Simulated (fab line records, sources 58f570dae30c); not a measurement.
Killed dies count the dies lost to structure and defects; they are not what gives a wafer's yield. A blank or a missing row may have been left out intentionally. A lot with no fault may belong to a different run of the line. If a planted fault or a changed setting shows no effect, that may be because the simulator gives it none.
What tool caused it? | flow berkeleyCmos170 | Sampling: 15 lots, 45 wafers, 4 of 331 route steps

WHAT THE GAUGES SHOWED, per wafer
UCB170_NVT_OVL_MEAS_06.
lot  | measured     | on         | NVT_OVL (nm)
L994 | day 6 01:11  | overlay-02 | -7 -4 -8
L995 | day 6 01:23  | overlay-02 | 1 0 1
L998 | day 6 04:59  | overlay-01 | 5 0 11
L104 | day 7 12:38  | overlay-01 | -2 -2 -3
L105 | day 8 07:04  | overlay-01 | 3 3 3
L106 | day 8 06:49  | overlay-02 | -10 -2 -2
L108 | day 8 15:45  | overlay-02 | 8 -1 4
L109 | day 8 16:01  | overlay-02 | -2 -3 -2
L111 | day 9 12:49  | overlay-01 | -3 -4 -4
L113 | day 9 18:48  | overlay-01 | -2 0 -2
L114 | day 10 00:47 | overlay-01 | -4 2 5
L115 | day 10 01:01 | overlay-02 | 5 3 1

UCB170_M3_OVL_MEAS_16.
lot  | measured     | on         | M3_OVL (nm)
L994 | day 8 11:51  | overlay-01 | -5 -6 -2
L995 | day 8 11:44  | overlay-02 | 1 8 10
L998 | day 8 11:20  | overlay-01 | -7 -2 -1
L104 | day 9 15:22  | overlay-01 | 3 -1 -10
L105 | day 10 13:43 | overlay-02 | 0 7 -6
L106 | day 10 14:01 | overlay-01 | -5 -6 -4
L108 | day 11 05:40 | overlay-02 | -3 -3 -11
L109 | day 11 05:55 | overlay-02 | 1 1 -4
L111 | day 11 21:31 | overlay-02 | 5 -6 -4
L113 | day 11 20:57 | overlay-01 | 0 -4 -2
L114 | day 12 06:55 | overlay-01 | 3 -7 6
L115 | day 12 07:28 | overlay-02 | -8 -4 -2

WHICH TOOL RAN EACH LOT (tool, then ch and the chambers of the sampled wafers, then the start)
lot  | UCB170_SCREENOX_WET_ETCH_00   | UCB170_M1_ETCH_11
L994 | wetBench-01 ch 2, day 5 18:19 | rieDiel-03 ch 0,3, day 7 18:18
L995 | wetBench-01 ch 3, day 5 18:19 | rieDiel-01 ch 0,1,3, day 7 18:10
L998 | wetBench-03 ch 1, day 5 22:03 | rieDiel-03 ch 0,2, day 7 18:02
L999 | wetBench-03 ch 0, day 6 06:30 | -
L100 | wetBench-03 ch 1, day 6 06:30 | -
L101 | wetBench-01 ch 2, day 6 22:47 | -
L104 | wetBench-04 ch 3, day 7 04:18 | rieDiel-04 ch 1,2, day 9 00:55
L105 | wetBench-03 ch 0, day 7 20:21 | rieDiel-03 ch 1,2, day 9 18:41
L106 | wetBench-03 ch 1, day 7 20:21 | rieDiel-03 ch 1,2,3, day 9 17:34
L108 | wetBench-04 ch 3, day 8 08:18 | rieDiel-03 ch 0,1,3, day 10 11:23
L109 | wetBench-04 ch 1, day 8 08:18 | rieDiel-04 ch 0,1,2, day 10 13:28
L111 | wetBench-03 ch 0, day 9 02:14 | rieDiel-01 ch 0,1,3, day 11 04:41
L113 | wetBench-01 ch 2, day 9 09:44 | rieDiel-01 ch 2,3, day 11 05:40
L114 | wetBench-04 ch 3, day 9 15:14 | rieDiel-01 ch 0,1,3, day 11 12:56
L115 | wetBench-04 ch 1, day 9 15:14 | rieDiel-04 ch 1,2, day 11 13:10
- UCB170_SCREENOX_WET_ETCH_00: etches SiO2 in dHF, time 200 s.
- UCB170_M1_ETCH_11: etches BARC in N2/H2.

WHAT THE TOOLS THEMSELVES READ (means of the sampled wafers that have a number; where no wafer has one, the mark that the record gives instead)
UCB170_SCREENOX_WET_ETCH_00.
lot  | tool        | bathHeatDutyPct (%) | runLengthS (s)
L994 | wetBench-01 | 5.4                 | 232
L995 | wetBench-01 | 6.3                 | 233
L998 | wetBench-03 | 5.9                 | 228
L999 | wetBench-03 | -                   | -
L100 | wetBench-03 | -                   | -
L101 | wetBench-01 | -                   | -
L104 | wetBench-04 | 8.5                 | 233
L105 | wetBench-03 | 6.4                 | 226
L106 | wetBench-03 | 6.3                 | 226
L108 | wetBench-04 | 8.7                 | 233
L109 | wetBench-04 | 6.8                 | 232
L111 | wetBench-03 | 6.4                 | 226
L113 | wetBench-01 | 6.2                 | 223
L114 | wetBench-04 | 7.6                 | 234
L115 | wetBench-04 | 6.4                 | 232

UCB170_M1_ETCH_11.
lot  | tool       | biasW (W) | chamberPressureMTorr (mTorr) | drypumpMotorCurrentA (A) | oesProductAu (a.u.) | throttleValvePct (%)
L994 | rieDiel-03 | 100.2     | 29.97                        | 5.7                      | 1.009               | 13.36
L995 | rieDiel-01 | 99.8      | 30.01                        | 5.8                      | 0.996               | 13.24
L998 | rieDiel-03 | 100.2     | 29.99                        | 6.2                      | 1.000               | 13.51
L104 | rieDiel-04 | 99.7      | 30.01                        | 5.3                      | 0.999               | 13.58
L105 | rieDiel-03 | 99.6      | 29.98                        | 6.3                      | 1.011               | 13.55
L106 | rieDiel-03 | 100.1     | 29.98                        | 5.9                      | 0.994               | 13.43
L108 | rieDiel-03 | 100.1     | 29.98                        | 5.7                      | 0.992               | 13.36
L109 | rieDiel-04 | 100.1     | 29.92                        | 5.3                      | 0.996               | 13.49
L111 | rieDiel-01 | 99.9      | 30.01                        | 5.8                      | 1.001               | 13.23
L113 | rieDiel-01 | 100.1     | 30.02                        | 5.8                      | 1.002               | 13.34
L114 | rieDiel-01 | 99.9      | 30.00                        | 5.8                      | 0.997               | 13.23
L115 | rieDiel-04 | 99.7      | 30.01                        | 5.5                      | 0.990               | 13.56

THE ANSWER, worked out from the rows above alone
Rule: the usual values come from the lots themselves. The widest of any qualifying gaps counts: lots, ordered by their means at a reading, are off when they make up no more than a third of the lots, leave a main group of 4 or more, and stand apart from it by 3 or more times the standard deviation of that group's means. Not used: any main group whose means are identical at the precision the tables above print for the reading. A lot without any number at a reading at which 4 lots or more have one is off too. Where the step has rows for the other lots, those lots are counted as sound. The gauges are gone through in route order, then the tools' own readings, and for those a lot's mean is taken as printed above. The first step at which some lot is off is used, and at that step the reading that is off furthest; a lot without a number counts as furthest.
Off: L999, L100, L101, at UCB170_SCREENOX_WET_ETCH_00 (bathHeatDutyPct). Without a number there: L999, L100, L101. Main group: mean 6.7 %, sd 0.97.
If a tool, at that step or one of the process steps before it, ran each lot that is off and ran no sound lot following the first of them, it fits. Not one of the candidates tried fits.

WHAT THE SIMULATOR PUT IN
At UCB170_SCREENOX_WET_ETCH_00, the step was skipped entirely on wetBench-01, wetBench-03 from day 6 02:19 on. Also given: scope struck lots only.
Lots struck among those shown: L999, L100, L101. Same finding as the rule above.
